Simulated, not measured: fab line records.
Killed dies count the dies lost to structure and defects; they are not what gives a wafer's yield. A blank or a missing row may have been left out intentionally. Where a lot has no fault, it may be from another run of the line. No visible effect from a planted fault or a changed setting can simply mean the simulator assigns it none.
Problem report in the 8D (eight disciplines) form, filled by code	flow rit_cmos	the parts of the form that need people (team, actions taken, sign-off) are left out

1. WHAT IS WRONG
o2_flow_sccm at RIT_PWELL_STRIP_09 reads a mean of 6000 sccm on 2 wafers of 2 lots; wafers without a fault read 4001 sccm with a standard deviation of 13. That is +99 or more standard deviations from the usual mean.
The step: strips in O2, time 180 s.
First seen on wafer L460.6, day 3 21:22, on plasma_asher-03. The record holds 42 wafers of 14 lots with a number at this step. Rule for "out", or "out of limits": more than 4 standard deviations from the usual mean. Any other wafer with a number is counted as sound.

2. WHAT IT IS; WHAT IT IS NOT
question	is	is not
which readings at this step	o2_flow_sccm	drypump_motor_current_A, rf_refl_power_W
which lots	L460, L463	L451, L452, L453, L454, L455, L461, L467, L468, L469, L471, L472, L474
which wafers of those lots	L460.6, L463.5	L460.1, L460.4, L463.2, L463.4
read on which tools	plasma_asher-03	plasma_asher-02, plasma_asher-04
when	from day 3 21:22	up to then (17 sound wafers); but 23 sound wafers of L461, L463, L467, L468, L469, L471, L472, L474 came after

3. THE SUSPECTS, EACH WITH WHAT RULES IT OUT
Counting: a tool at a process step up to the reading stays a suspect if it ran every lot that is out. Sound lots after the first of them don't rule it out here, since some wafers of a struck lot are sound.
- plasma_asher-03 at RIT_PWELL_STRIP_09 (strips in O2, time 180 s): kept. It processed each lot that is out (first: L460, day 3 21:22); up to then, its last sound lot is L454 (day 2 16:32). Its own o2_flow_sccm readings are out on those wafers.
- Within plasma_asher-03 at RIT_PWELL_STRIP_09, the wafers that are out were processed in chamber 0 and their sound lot-mates in chamber 1.
Left after counting: plasma_asher-03 at RIT_PWELL_STRIP_09.

4. THE CAUSE (what the simulator had put in)
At RIT_PWELL_STRIP_09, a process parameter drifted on plasma_asher-03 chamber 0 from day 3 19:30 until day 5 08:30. Setting o2_flow_sccm, moved by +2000, from 4000. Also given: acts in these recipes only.
Counting left only this tool.

5. SEQUENCE OF EFFECTS, ordered by route
Each row: a reading where the mean over the struck wafers with a number is more than 3 standard deviations away from the usual. Only readings for which the record gives a usual standard deviation are gone through. hours: the time from each lot's start at the first step in this table that gives one to its start at this step, as a median over the lots. sigmas: the change in usual standard deviations.
hours	step	reading	usual	on struck wafers	change	sigmas
0	RIT_PWELL_STRIP_09	o2_flow_sccm	4001 sccm	6000	+2000	+99 or more
It contains these process steps:
- RIT_PWELL_STRIP_09: strips in O2, time 180 s.

6. WHAT WOULD HAVE CAUGHT IT SOONER
In this record the first reading out of limits was taken at day 3 21:22, 2 hours after the fault began at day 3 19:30.
